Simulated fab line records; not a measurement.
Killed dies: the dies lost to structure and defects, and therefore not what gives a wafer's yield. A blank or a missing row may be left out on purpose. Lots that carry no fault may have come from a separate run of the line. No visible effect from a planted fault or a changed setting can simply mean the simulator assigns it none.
fab line records    flow berkeley_cmos170    part 2 of 2: steps 28 to 38 of 38
[record] lots = 5  wafers = 15  last_day = 11
route steps=331 shown NLDD@166 SPACER@171 PSD@175 NSD@187 BACKSIDE@199
lots that met no fault: from a run of the same line without faults
start_h: hours from the record's opening day to when the first of the lot's shown wafers began    wait_h: hours from the lot's prior step to this one    " same as the row above    L1.1+2: a single row standing in for several wafers    - either no value or no given start    * or withheld: withheld    < > ~ a bound
route shown NAME@n: NAME is a module with steps in the file, n the number in the route of the first one    usual: the fault-free wafers' mean and standard deviation    same: alike in all rows    chamber/n: place in a boat    sites: readings site by site    _std_site: standard deviation of those values    _edge_site: inner sites' mean taken away from outer sites' mean    radius_mm: for every site, how far away it sits from the centre of the wafer    mask NAME#n: copy n    behind: the last tool/chamber to shape the wafer    hold: why the lot went on hold/how many hours it stayed there/how the hold came to an end    device: the n, p or np transistor that did not switch    end of line: the same wafers' tests at the end of the route    a step without rows: its recipe alone    killed: at the first sort, the dies lost to defects and structure; wafer yield is something else    map: a wafer's dies, x killed, . not, _ none there
set.NAME: the setting that was run; set.NAME@STEP: the one run at that earlier step    model.NAME: the simulator's own value behind a step, which no gauge read
lots at selected steps of the route; one table per step, one row per wafer
services: when a tool's chamber went out of use (start_h, in hours from the record's first day, below 0 if earlier), for how many hours, and the reason
[[steps]]
[step UCB170_NSD_CD_MEAS_06]
[recipe] target_cd_nm = 1200
[usual] cd_nm = 1199.9/1.4
lot.wafer  tool       chamber  start_h  wait_h  cd_nm
L079.3     cd_sem-02  -        158.03   -       1201.2
L079.5     "          -        "        "       1202.0
L079.6     "          -        "        "       1201.8
L080.1     cd_sem-01  -        168.64   -       1200.6
L080.3     "          -        "        "       1199.6
L080.5     "          -        "        "       1200.9
L081.3     cd_sem-02  -        168.88   -       1200.8
L081.4     "          -        "        "       1201.8
L081.6     "          -        "        "       1202.1
L084.1     cd_sem-02  -        185.19   -       1199.7
L084.2     "          -        "        "       1201.1
L084.3     "          -        "        "       1201.6
L091.2     cd_sem-02  -        225.88   -       1199.4
L091.3     "          -        "        "       1199.3
L091.5     "          -        "        "       1198.7
[step UCB170_NSD_OVL_MEAS_07]
[usual] NSD_OVL = -1/6.8
lot.wafer  tool        chamber  start_h  wait_h  NSD_OVL[nm]
L079.3     overlay-01  -        158.12   0.1     -2
L079.5     "           -        "        "       1
L079.6     "           -        "        "       -7
L080.1     overlay-02  -        168.76   0.1     -3
L080.3     "           -        "        "       -2
L080.5     "           -        "        "       -7
L081.3     overlay-01  -        168.97   0.1     3
L081.4     "           -        "        "       -1
L081.6     "           -        "        "       3
L084.1     overlay-02  -        185.31   0.1     2
L084.2     "           -        "        "       -5
L084.3     "           -        "        "       3
L091.2     overlay-01  -        225.99   0.1     1
L091.3     "           -        "        "       2
L091.5     "           -        "        "       8
[step UCB170_NSD_IMPLANT_08]
[recipe] species = P  dose_cm2 = 3e+15  energy_kev = 40  tilt_deg = 7
[usual] beam_on_s = 9.99/0.18
lot.wafer  tool          chamber  start_h  wait_h  beam_on_s
L079.3     implanter-03  0        158.20   0.1     10.03
L079.5     "             0        "        "       9.95
L079.6     "             0        "        "       10.02
L080.1     implanter-01  0        168.79   0.0     9.92
L080.3     "             0        "        "       9.80
L080.5     "             0        "        "       10.15
L081.3     implanter-02  0        169.04   0.1     9.87
L081.4     "             0        "        "       9.93
L081.6     "             0        "        "       10.05
L084.1     implanter-02  0        185.34   0.0     10.01
L084.2     "             0        "        "       10.12
L084.3     "             0        "        "       9.75
L091.2     implanter-03  0        226.04   0.0     10.03
L091.3     "             0        "        "       9.92
L091.5     "             0        "        "       10.07
[step UCB170_NSD_STRIP_09]
[recipe] chemistry = O2  power_w = 400  pressure_mtorr = 3500  platen_temp_c = withheld  o2_flow_sccm = 400  overash_fraction = 0.5
[usual] drypump_motor_current_A = 5.7/0.35  oes_product_au = 0.534/0.0045  strip_time_to_endpoint_s = 35.85/0.096
lot.wafer  tool             chamber  start_h  wait_h  drypump_motor_current_A  oes_product_au  rf_hours_counter_h  strip_time_to_endpoint_s
L079.3     plasma_asher-04  0        158.33   0.1     5.3                      0.534           -                   35.94
L079.5     "                0        "        "       5.3                      0.539           -                   36.02
L079.6     "                1        "        "       6.2                      0.528           -                   35.95
L080.1     plasma_asher-03  1        168.94   0.1     5.3                      0.535           44                  35.74
L080.3     "                0        "        "       5.7                      0.528           -                   35.75
L080.5     "                1        "        "       5.3                      0.539           -                   35.78
L081.3     plasma_asher-01  1        169.18   0.1     5.9                      0.540           -                   35.96
L081.4     "                0        "        "       6.1                      0.535           -                   35.89
L081.6     "                0        "        "       6.1                      0.542           -                   35.92
L084.1     plasma_asher-03  1        185.49   0.1     5.3                      0.533           46                  35.97
L084.2     "                0        "        "       5.7                      0.536           46                  35.94
L084.3     "                1        "        "       5.2                      0.524           -                   35.93
L091.2     plasma_asher-03  1        226.17   0.1     5.3                      0.537           50                  35.89
L091.3     "                1        "        "       5.2                      0.530           -                   35.88
L091.5     "                1        "        "       5.3                      0.538           -                   35.82
[step UCB170_NSD_TW_MEAS_10]
[usual] NSD_TW = 4162/46
lot.wafer  tool           chamber  start_h  wait_h  NSD_TW
L079.3     film_metro-01  -        158.42   0.1     4111
L079.5     "              -        "        "       4130
L079.6     "              -        "        "       4128
L080.1     film_metro-04  -        169.04   0.1     4192
L080.3     "              -        "        "       4180
L080.5     "              -        "        "       4192
L081.3     film_metro-03  -        169.26   0.1     4164
L081.4     "              -        "        "       4186
L081.6     "              -        "        "       4179
L084.1     film_metro-01  -        185.59   0.1     4114
L084.2     "              -        "        "       4152
L084.3     "              -        "        "       4115
L091.2     film_metro-04  -        226.28   0.1     4215
L091.3     "              -        "        "       4227
L091.5     "              -        "        "       4222
[step UCB170_NSD_CLEAN_11]
[recipe] chemistry = SPM  temp_c = 120  time_s = 600
lot.wafer   tool          chamber  start_h  wait_h
L079.3+5+6  wet_bench-01  0        158.46   0.0
L080.1+3+5  wet_bench-01  2        169.10   0.1
L081.3+4+6  wet_bench-01  3        169.30   0.0
L084.1+2+3  wet_bench-01  0        185.65   0.1
L091.2+3+5  wet_bench-01  2        226.33   0.0
[step UCB170_BACKSIDE_HMDS_00]
[recipe] prime_time_s = 60  prime_temp_c = 100
[usual] exhaust_pa = 45.1/0.94
lot.wafer  tool            chamber  start_h  wait_h  exhaust_pa
L079.3     litho_track-02  0        158.88   0.2     44.5
L079.5     "               0        "        "       45.2
L079.6     "               0        "        "       44.5
L080.1     litho_track-03  0        169.28   0.0     44.8
L080.3     "               0        "        "       44.1
L080.5     "               0        "        "       45.3
L081.3     litho_track-04  0        169.53   0.1     44.9
L081.4     "               0        "        "       44.4
L081.6     "               0        "        "       44.8
L084.1     litho_track-02  0        186.00   0.2     43.9
L084.2     "               0        "        "       43.9
L084.3     "               0        "        "       44.7
L091.2     litho_track-02  0        227.06   0.6     45.7
L091.3     "               0        "        "       44.9
L091.5     "               0        "        "       44.7
[step UCB170_BACKSIDE_COAT_01]
[recipe] resist = KrF  spin_rpm = 1500  resist_thk_nm = 900
[usual] exhaust_pa = 45.2/0.74
lot.wafer  tool            chamber  start_h  wait_h  exhaust_pa
L079.3     litho_track-02  0        159.03   0.1     44.7
L079.5     "               0        "        "       46.1
L079.6     "               0        "        "       46.1
L080.1     litho_track-03  0        169.43   0.1     45.3
L080.3     "               0        "        "       44.1
L080.5     "               0        "        "       44.7
L081.3     litho_track-04  0        169.68   0.1     45.1
L081.4     "               0        "        "       45.1
L081.6     "               0        "        "       44.5
L084.1     litho_track-02  0        186.15   0.1     45.0
L084.2     "               0        "        "       45.1
L084.3     "               0        "        "       44.7
L091.2     litho_track-02  0        227.21   0.1     45.5
L091.3     "               0        "        "       45.2
L091.5     "               0        "        "       45.8
[step UCB170_BACKSIDE_SOFTBAKE_02]
[recipe] resist = KrF  temp_c = 130  time_s = 60
[usual] exhaust_pa = 44.9/0.75
lot.wafer  tool            chamber  start_h  wait_h  exhaust_pa
L079.3     litho_track-02  0        159.18   0.1     45.1
L079.5     "               0        "        "       46.0
L079.6     "               0        "        "       44.9
L080.1     litho_track-03  0        169.58   0.1     47.1
L080.3     "               0        "        "       45.2
L080.5     "               0        "        "       45.2
L081.3     litho_track-04  0        169.83   0.1     45.6
L081.4     "               0        "        "       44.8
L081.6     "               0        "        "       44.6
L084.1     litho_track-02  0        186.30   0.1     45.7
L084.2     "               0        "        "       46.6
L084.3     "               0        "        "       46.1
L091.2     litho_track-02  0        227.36   0.1     46.1
L091.3     "               0        "        "       45.2
L091.5     "               0        "        "       44.5
[step UCB170_BACKSIDE_STRIP_03]
[recipe] chemistry = O2  power_w = 400  pressure_mtorr = 3500  platen_temp_c = withheld  o2_flow_sccm = 400  overash_fraction = 0.5
[usual] drypump_motor_current_A = 5.6/0.46  oes_product_au = 0.734/0.0048  strip_time_to_endpoint_s = 21.96/0.071
lot.wafer  tool             chamber  start_h  wait_h  drypump_motor_current_A  oes_product_au  rf_hours_counter_h  strip_time_to_endpoint_s
L079.3     plasma_asher-02  0        159.36   0.2     6.2                      0.724           -                   22.01
L079.5     "                1        "        "       4.8                      0.738           -                   21.87
L079.6     "                0        "        "       6.2                      0.732           -                   21.93
L080.1     plasma_asher-03  0        169.73   0.1     5.7                      0.737           44                  22.08
L080.3     "                1        "        "       5.2                      0.730           -                   22.01
L080.5     "                1        "        "       5.2                      0.729           -                   21.97
L081.3     plasma_asher-02  0        169.96   0.1     6.2                      0.738           -                   21.85
L081.4     "                1        "        "       4.8                      0.731           -                   21.85
L081.6     "                0        "        "       6.2                      0.735           -                   21.89
L084.1     plasma_asher-03  0        186.45   0.1     5.7                      0.739           46                  22.02
L084.2     "                1        "        "       5.3                      0.730           46                  21.95
L084.3     "                1        "        "       5.3                      0.736           -                   21.91
L091.2     plasma_asher-02  1        227.48   0.1     4.8                      0.731           50                  21.96
L091.3     "                1        "        "       4.8                      0.731           -                   21.93
L091.5     "                0        "        "       6.2                      0.739           -                   21.88
[step UCB170_BACKSIDE_CLEAN_04]
[recipe] chemistry = SPM  temp_c = 120  time_s = 600
lot.wafer   tool          chamber  start_h  wait_h
L079.3+5+6  wet_bench-01  3        159.51   0.1
L080.1+3+5  wet_bench-01  3        169.83   0.1
L081.3+4+6  wet_bench-01  3        170.03   0.0
L084.1+2+3  wet_bench-03  0        186.55   0.1
L091.2+3+5  wet_bench-03  0        227.72   0.2
[[services]]
tool             chamber  start_h  hours  kind
furnace-01       -        134.56   3.4    pm
pecvd-03         -        135.50   14.0   pm
implanter-01     -        137.28   5.1    repair
rie_diel-02      3        139.52   23.4   repair
implanter-02     -        139.77   3.6    pm
pecvd-04         -        152.36   0.6    repair
plasma_asher-03  -        156.02   8.5    repair
rie_diel-04      3        158.19   18.2   repair
pecvd-04         -        162.78   3.0    repair
krf_scanner-01   -        171.97   2.3    repair
furnace-03       -        182.24   3.6    pm
rie_diel-04      -        187.80   0.7    repair
krf_scanner-02   -        189.88   1.3    pm
rie_diel-04      -        199.68   0.9    repair
krf_scanner-02   -        202.02   0.4    repair
krf_scanner-01   -        205.79   1.3    pm
rie_diel-02      2        209.47   12.5   repair
krf_scanner-01   -        211.16   0.8    pm
krf_scanner-01   -        214.82   3.0    pm
pecvd-04         2        218.17   4.5    repair
pecvd-04         -        219.25   6.0    pm
implanter-02     -        221.23   2.7    repair
implanter-02     -        226.74   2.8    pm
rie_diel-04      0        227.33   10.2   repair
